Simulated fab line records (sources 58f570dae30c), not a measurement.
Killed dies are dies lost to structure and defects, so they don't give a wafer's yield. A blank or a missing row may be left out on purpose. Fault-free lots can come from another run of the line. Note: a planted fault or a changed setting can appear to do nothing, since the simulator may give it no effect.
Commonality check across tools -- flow berkeley cmos170 -- Sampled: 14 lots, 42 wafers

## THE REASON FOR OPENING IT
Of 14 lots, 2 have the reading NWELL_NITRIDE_THK flagged at UCB170_NWELL_THK_MEAS_05. Wafers without a fault read 223.7 nm, standard deviation 2.2.
Rule: a lot is flagged when every wafer of it that has a number lies more than 4 standard deviations from that mean, or none has a number. The other lots count as sound.

lot,measured,on,"NWELL_NITRIDE_THK (nm), wafer by wafer",flag
L848,day 2 07:02,film metro-04,224.4 224.0 222.9,
L849,day 2 07:02,film metro-01,222.5 223.2 224.0,
L850,day 2 13:34,film metro-04,224.4 223.5 225.5,
L852,day 3 00:18,film metro-03,83.9 83.5 83.7,FLAGGED
L851,day 3 00:19,film metro-04,82.8 81.8 81.8,FLAGGED
L853,day 3 07:13,film metro-01,226.8 225.8 226.0,
L858,day 4 06:33,film metro-01,222.4 225.2 224.2,
L861,day 5 01:49,film metro-03,226.2 223.7 224.7,
L862,day 5 04:42,film metro-01,222.7 224.9 224.6,
L867,day 6 02:17,film metro-04,223.1 224.4 221.4,
L868,day 6 06:12,film metro-01,226.2 227.2 227.1,
L869,day 6 14:11,film metro-01,216.9 220.1 216.9,
L870,day 6 17:56,film metro-04,224.6 224.1 225.5,
L871,day 6 22:23,film metro-01,226.7 224.6 224.3,
On average the flagged lots' numbers are 82.9 nm, which is -140.8 nm against the usual, or -64 standard deviations.

## LOT BY LOT: THE TOOL USED
The record holds 1 process step before the reading, out of a route of 331 steps. Every cell lists first the tool, next ch and the chambers used by the sampled wafers, and last the start.
lot,flag,UCB170_NWELL_CVD_04
L848,,"lpcvd-01 ch 0, day 2 05:06"
L849,,"lpcvd-01 ch 1, day 2 05:06"
L850,,"lpcvd-01 ch 1, day 2 11:38"
L852,FLAGGED,"lpcvd-01 ch 0, day 2 22:22"
L851,FLAGGED,"lpcvd-01 ch 0, day 2 22:22"
L853,,"lpcvd-02 ch 1, day 3 05:17"
L858,,"lpcvd-02 ch 0, day 4 04:35"
L861,,"lpcvd-02 ch 1, day 4 21:26"
L862,,"lpcvd-02 ch 0, day 5 01:47"
L867,,"lpcvd-01 ch 0, day 6 00:20"
L868,,"lpcvd-01 ch 1, day 6 04:15"
L869,,"lpcvd-01 ch 0, day 6 12:16"
L870,,"lpcvd-01 ch 1, day 6 15:59"
L871,,"lpcvd-01 ch 1, day 6 20:28"
What the steps here do:
- UCB170_NWELL_CVD_04: deposits Si3N4 from SiH2Cl2/NH3, target thk 224 nm, time 3360 s.
- UCB170_NWELL_THK_MEAS_05

## FLAGGED OVER TOTAL, TOOL BY TOOL (the gauges that took the reading come last)
step,tool,lots run,flagged,share of the flagged lots,sound lots run after its first flagged lot
UCB170_NWELL_CVD_04,lpcvd-01,10,2,all,"5 (L867,L868,L869,L870,L871)"
UCB170_NWELL_CVD_04,lpcvd-02,4,0,none,-
UCB170_NWELL_THK_MEAS_05,film metro-01,7,0,none,-
UCB170_NWELL_THK_MEAS_05,film metro-03,2,1,some,1 (L861)
UCB170_NWELL_THK_MEAS_05,film metro-04,5,1,some,"2 (L867,L870)"

## WHAT THE TABLE PERMITS
Rows of the table that ran each flagged lot: 1, that is lpcvd-01 at UCB170_NWELL_CVD_04.
- lpcvd-01 at UCB170_NWELL_CVD_04: 2 of its 10 lots flagged. Sound lots followed the first flagged one (L867, L868, L869, L870, L871) on it, something a lasting fault affecting the whole tool could not allow.
No row of the table ran every flagged lot and no sound lot after the first.

## WHAT THE SIMULATOR PUT IN
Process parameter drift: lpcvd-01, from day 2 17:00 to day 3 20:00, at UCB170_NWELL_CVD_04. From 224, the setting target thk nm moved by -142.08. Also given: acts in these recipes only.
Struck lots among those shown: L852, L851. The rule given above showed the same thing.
